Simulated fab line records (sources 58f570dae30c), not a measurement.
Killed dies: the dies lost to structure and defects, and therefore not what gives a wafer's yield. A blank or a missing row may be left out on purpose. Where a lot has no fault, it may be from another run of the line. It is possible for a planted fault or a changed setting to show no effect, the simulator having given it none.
Which tool is to blame? / flow berkeley_cmos170 / 14 lots with 42 wafers sampled at 4 steps, on a route of 331 steps

WHAT EACH GAUGE READ, for each wafer
UCB170_NWELL_THK_MEAS_02. Usual: for NWELL_OXIDE_THK the level is 26.1 nm and the standard deviation is 0.41.
lot=L254; measured=day 2 08:19; on=film_metro-01; NWELL_OXIDE_THK (nm)=25.9 26.2 26.0; flag=
lot=L255; measured=day 2 08:19; on=film_metro-02; NWELL_OXIDE_THK (nm)=25.3 25.4 25.7; flag=
lot=L258; measured=day 3 07:43; on=film_metro-04; NWELL_OXIDE_THK (nm)=26.1 26.4 25.9; flag=
lot=L257; measured=day 3 07:43; on=film_metro-02; NWELL_OXIDE_THK (nm)=25.2 25.6 25.9; flag=
lot=L261; measured=day 4 04:36; on=film_metro-04; NWELL_OXIDE_THK (nm)=25.9 25.8 26.0; flag=
lot=L262; measured=day 4 04:36; on=film_metro-01; NWELL_OXIDE_THK (nm)=25.6 25.0 26.0; flag=
lot=L264; measured=day 4 11:28; on=film_metro-02; NWELL_OXIDE_THK (nm)=26.4 26.1 25.7; flag=
lot=L265; measured=day 4 16:59; on=film_metro-02; NWELL_OXIDE_THK (nm)=26.3 26.6 26.3; flag=
lot=L267; measured=day 4 20:05; on=film_metro-04; NWELL_OXIDE_THK (nm)=26.5 26.4 27.1; flag=
lot=L266; measured=day 4 20:06; on=film_metro-02; NWELL_OXIDE_THK (nm)=25.4 26.2 25.8; flag=
lot=L269; measured=day 5 14:47; on=film_metro-02; NWELL_OXIDE_THK (nm)=26.3 25.7 25.4; flag=
lot=L273; measured=day 6 08:04; on=film_metro-01; NWELL_OXIDE_THK (nm)=26.0 26.4 26.1; flag=
lot=L275; measured=day 6 20:28; on=film_metro-02; NWELL_OXIDE_THK (nm)=26.4 26.3 26.6; flag=
lot=L276; measured=day 7 01:08; on=film_metro-01; NWELL_OXIDE_THK (nm)=26.4 26.9 26.3; flag=

UCB170_ACTIVE_CD_MEAS_13: target cd 1200 nm. Usual: cd_nm 1200.5 nm, standard deviation 1.3.
lot=L254; measured=day 5 12:13; on=cd_sem-01; cd_nm (nm)=1202.1 1201.8 1202.4; flag=
lot=L255; measured=day 5 12:05; on=cd_sem-01; cd_nm (nm)=1200.6 1202.5 1201.6; flag=
lot=L258; measured=day 5 21:33; on=cd_sem-01; cd_nm (nm)=1200.3 1200.2 1200.6; flag=
lot=L257; measured=day 5 21:27; on=cd_sem-01; cd_nm (nm)=1200.6 1202.0 1203.1; flag=
lot=L261; measured=day 7 03:55; on=cd_sem-01; cd_nm (nm)=1201.1 1201.4 1201.9; flag=
lot=L262; measured=day 7 04:37; on=cd_sem-02; cd_nm (nm)=1198.4 1199.7 1198.8; flag=
lot=L264; measured=day 7 04:39; on=cd_sem-01; cd_nm (nm)=- - -; flag=OFF
lot=L265; measured=day 7 09:42; on=cd_sem-01; cd_nm (nm)=1200.3 1199.4 1200.0; flag=
lot=L267; measured=day 7 09:24; on=cd_sem-01; cd_nm (nm)=- - -; flag=OFF
lot=L266; measured=day 7 14:04; on=cd_sem-01; cd_nm (nm)=1200.7 1199.0 1199.3; flag=
lot=L269; measured=day 8 02:39; on=cd_sem-02; cd_nm (nm)=1199.5 1198.7 1198.5; flag=
lot=L273; measured=day 9 02:40; on=cd_sem-01; cd_nm (nm)=1201.3 1202.4 1202.3; flag=
lot=L275; measured=day 9 15:55; on=cd_sem-01; cd_nm (nm)=1202.2 1200.8 1201.5; flag=
lot=L276; measured=day 9 15:39; on=cd_sem-02; cd_nm (nm)=1202.3 1203.2 1200.5; flag=

UCB170_SCREENOX_THK_MEAS_02. Usual: for SCREENOX_OXIDE_THK the level is 14.45 nm and the standard deviation is 0.26.
lot=L254; measured=day 6 20:21; on=film_metro-02; SCREENOX_OXIDE_THK (nm)=14.55 14.18 14.52; flag=
lot=L255; measured=day 6 20:21; on=film_metro-03; SCREENOX_OXIDE_THK (nm)=14.34 14.36 14.34; flag=
lot=L258; measured=day 7 03:20; on=film_metro-02; SCREENOX_OXIDE_THK (nm)=14.08 13.98 14.22; flag=
lot=L257; measured=day 7 03:21; on=film_metro-03; SCREENOX_OXIDE_THK (nm)=14.43 14.53 14.51; flag=
lot=L261; measured=day 8 17:20; on=film_metro-03; SCREENOX_OXIDE_THK (nm)=14.91 14.92 14.92; flag=
lot=L262; measured=day 8 17:16; on=film_metro-02; SCREENOX_OXIDE_THK (nm)=14.72 14.78 15.01; flag=
lot=L265; measured=day 8 17:23; on=film_metro-03; SCREENOX_OXIDE_THK (nm)=15.08 14.74 14.87; flag=
lot=L266; measured=day 8 17:23; on=film_metro-04; SCREENOX_OXIDE_THK (nm)=14.41 14.39 14.19; flag=
lot=L269; measured=day 9 13:38; on=film_metro-04; SCREENOX_OXIDE_THK (nm)=14.28 14.50 14.58; flag=
lot=L273; measured=day 10 11:02; on=film_metro-04; SCREENOX_OXIDE_THK (nm)=14.76 14.61 14.59; flag=
lot=L275; measured=day 10 21:53; on=film_metro-03; SCREENOX_OXIDE_THK (nm)=14.13 14.23 14.26; flag=
lot=L276; measured=day 10 22:00; on=film_metro-03; SCREENOX_OXIDE_THK (nm)=14.55 14.60 14.47; flag=

EACH LOT AND THE TOOL THAT RAN IT (in order: tool; ch and the chambers of the sampled wafers; start)
lot=L254; UCB170_ACTIVE_EXPOSE_10=krf_scanner-01 ch 0, day 5 10:59
lot=L255; UCB170_ACTIVE_EXPOSE_10=krf_scanner-02 ch 0, day 5 10:38
lot=L258; UCB170_ACTIVE_EXPOSE_10=krf_scanner-01 ch 0, day 5 19:55
lot=L257; UCB170_ACTIVE_EXPOSE_10=krf_scanner-01 ch 0, day 5 19:49
lot=L261; UCB170_ACTIVE_EXPOSE_10=krf_scanner-02 ch 0, day 7 02:11
lot=L262; UCB170_ACTIVE_EXPOSE_10=krf_scanner-02 ch 0, day 7 02:50
lot=L264; UCB170_ACTIVE_EXPOSE_10=krf_scanner-01, day 7 03:05
lot=L265; UCB170_ACTIVE_EXPOSE_10=krf_scanner-02 ch 0, day 7 07:24
lot=L267; UCB170_ACTIVE_EXPOSE_10=krf_scanner-02, day 7 07:11
lot=L266; UCB170_ACTIVE_EXPOSE_10=krf_scanner-02 ch 0, day 7 12:14
lot=L269; UCB170_ACTIVE_EXPOSE_10=krf_scanner-01 ch 0, day 8 02:16
lot=L273; UCB170_ACTIVE_EXPOSE_10=krf_scanner-01 ch 0, day 9 02:16
lot=L275; UCB170_ACTIVE_EXPOSE_10=krf_scanner-01 ch 0, day 9 15:30
lot=L276; UCB170_ACTIVE_EXPOSE_10=krf_scanner-02 ch 0, day 9 15:16
- UCB170_ACTIVE_EXPOSE_10: exposes mask ACTIVE, target cd 1200 nm.

AS READ BY THE TOOLS THEMSELVES (means over the sampled wafers that have a number; for cases with no such wafer, the mark the record gives instead)
UCB170_ACTIVE_EXPOSE_10. Usual: exposure_dose_mJ_cm2 20.15, standard deviation 0.15; focus_offset_nm 0.1 nm, standard deviation 0.53.
lot=L254; tool=krf_scanner-01; exposure_dose_mJ_cm2=20.28; focus_offset_nm (nm)=-0.5; flag=
lot=L255; tool=krf_scanner-02; exposure_dose_mJ_cm2=19.99; focus_offset_nm (nm)=0.0; flag=
lot=L258; tool=krf_scanner-01; exposure_dose_mJ_cm2=20.27; focus_offset_nm (nm)=0.5; flag=
lot=L257; tool=krf_scanner-01; exposure_dose_mJ_cm2=20.27; focus_offset_nm (nm)=0.3; flag=
lot=L261; tool=krf_scanner-02; exposure_dose_mJ_cm2=19.98; focus_offset_nm (nm)=-0.5; flag=
lot=L262; tool=krf_scanner-02; exposure_dose_mJ_cm2=20.01; focus_offset_nm (nm)=0.1; flag=
lot=L264; tool=krf_scanner-01; exposure_dose_mJ_cm2=-; focus_offset_nm (nm)=-; flag=OFF
lot=L265; tool=krf_scanner-02; exposure_dose_mJ_cm2=20.00; focus_offset_nm (nm)=-0.1; flag=
lot=L267; tool=krf_scanner-02; exposure_dose_mJ_cm2=-; focus_offset_nm (nm)=-; flag=OFF
lot=L266; tool=krf_scanner-02; exposure_dose_mJ_cm2=20.01; focus_offset_nm (nm)=0.0; flag=
lot=L269; tool=krf_scanner-01; exposure_dose_mJ_cm2=20.30; focus_offset_nm (nm)=0.9; flag=
lot=L273; tool=krf_scanner-01; exposure_dose_mJ_cm2=20.31; focus_offset_nm (nm)=-0.4; flag=
lot=L275; tool=krf_scanner-01; exposure_dose_mJ_cm2=20.31; focus_offset_nm (nm)=-0.5; flag=
lot=L276; tool=krf_scanner-02; exposure_dose_mJ_cm2=19.97; focus_offset_nm (nm)=0.0; flag=

THE ANSWER, worked out from the rows above alone
Rule: lot off if the mean of its wafers having a number is beyond 3 standard deviations from the usual mean. A lot without any number at a reading at which 4 lots or more have one is off too. All remaining lots with rows at the step are treated as sound. Order of review: gauges by route order, followed by the tools' own readings, for which a lot's mean as printed above is used. The first step at which some lot is off is used, and at that step the reading that is off furthest; a lot without a number counts as furthest.
Off: L264, L267, at UCB170_ACTIVE_CD_MEAS_13 (cd_nm). Without a number there: L264, L267.
If a tool, at a process step before that reading, ran all the lots that are off and no sound lot after the first of them, it fits. Not tried: the gauges at UCB170_ACTIVE_CD_MEAS_13; whatever is off there is also off at UCB170_ACTIVE_EXPOSE_10, on other tools, and gauge error can't account for it. None of those tried fits.

WHAT THE SIMULATOR PUT IN
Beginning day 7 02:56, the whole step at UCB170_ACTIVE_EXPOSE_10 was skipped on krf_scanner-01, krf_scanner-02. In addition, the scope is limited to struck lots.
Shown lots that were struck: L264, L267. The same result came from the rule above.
